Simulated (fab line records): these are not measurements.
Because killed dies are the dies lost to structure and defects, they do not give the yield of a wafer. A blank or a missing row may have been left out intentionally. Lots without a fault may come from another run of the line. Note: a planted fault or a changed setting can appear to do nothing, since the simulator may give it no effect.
Code-filled problem report in 8D (eight disciplines) form	flow berkeley_cmos170	the parts of the form that need people (team, actions taken, sign-off) are left out

1. THE ISSUE
Across 6 wafers from 2 lots, NVT_TW at UCB170_NVT_TW_MEAS_09 averages 575, while fault-free wafers read 522 with a standard deviation of 6.6. That is +8.0 standard deviations from the usual mean.
The first sign was on wafer L905.3 at day 9 07:43, on film_metro-03. Wafers with a number at this step in the record: 42, from 14 lots. Rule for "out" (also "out of limits"): further than 4 standard deviations from the usual mean. The rest of the wafers with a number are treated as sound.

2. WHAT IT IS AND WHAT IT IS NOT
question	is	is not
which readings at this step	NVT_TW	-
which lots	L905, L906	L894, L895, L896, L897, L900, L902, L910, L911, L912, L913, L914, L915
which wafers of those lots	all that have a number	-
read on which gauges	film_metro-02, film_metro-03	film_metro-04
when	from day 9 07:43	up to then (18 sound wafers); but 18 sound wafers of L910, L911, L912, L913, L914, L915 came after

3. WHAT RULES OUT EACH SUSPECT
Counting: any tool at a process step up to the reading is kept as a suspect provided that every lot that is out went through it and no sound lot did after the first of them.
- the gauge at UCB170_NVT_TW_MEAS_09 has been ruled out. Those wafers that are out were read across 2 gauges (film_metro-02, film_metro-03).
- implanter-02 at UCB170_NVT_IMPLANT_07: kept. All lots that are out passed through it, beginning with L905 at day 9 07:29, and no sound lot followed; its final sound lot before that point was L902 at day 8 13:31. Its own readings are out on those wafers: dose_ions_cm2, faraday_current_uA.
Left after counting: implanter-02 at UCB170_NVT_IMPLANT_07.

4. THE CAUSE (what the simulator had put in)
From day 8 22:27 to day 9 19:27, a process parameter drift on implanter-02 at UCB170_NVT_IMPLANT_07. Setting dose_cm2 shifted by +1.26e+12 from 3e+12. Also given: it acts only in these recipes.
This tool alone remained once counting was done.

5. THE CHAIN OF EFFECTS, in route order
Each row: a reading whose mean over the struck wafers that have a number lies more than 3 standard deviations from the usual. Only readings for which the record gives a usual standard deviation are gone through. hours: the time from each lot's start at the first step in this table that gives one to its start at this step, as a median over the lots. sigmas: the change in usual standard deviations.
hours	step	reading	usual	on struck wafers	change	sigmas
0	UCB170_NVT_IMPLANT_07	dose_ions_cm2	3.0009e+12	4.2609e+12	+1.2600e+12	+99 or more
0	UCB170_NVT_IMPLANT_07	faraday_current_uA	9.52	13.48	+3.96	+22
0	UCB170_NVT_TW_MEAS_09	NVT_TW	522	575	+53	+8.0
The process steps in it:
- UCB170_NVT_IMPLANT_07

6. HOW IT WOULD HAVE BEEN CAUGHT EARLIER
9 hours passed between the start of the fault at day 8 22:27 and the first reading out of limits at a measuring or inspecting step in this record, taken at day 9 07:43.
At UCB170_NVT_IMPLANT_07, the tool's own readings (dose_ions_cm2, faraday_current_uA) were out on each struck wafer the step has a row for, so an alarm limit on them would have fired on the first such wafer.
Lots out: 2; of these, L906 started UCB170_NVT_IMPLANT_07 on implanter-02 after day 9 07:43. Had the tool been put on hold then, it would have been spared.
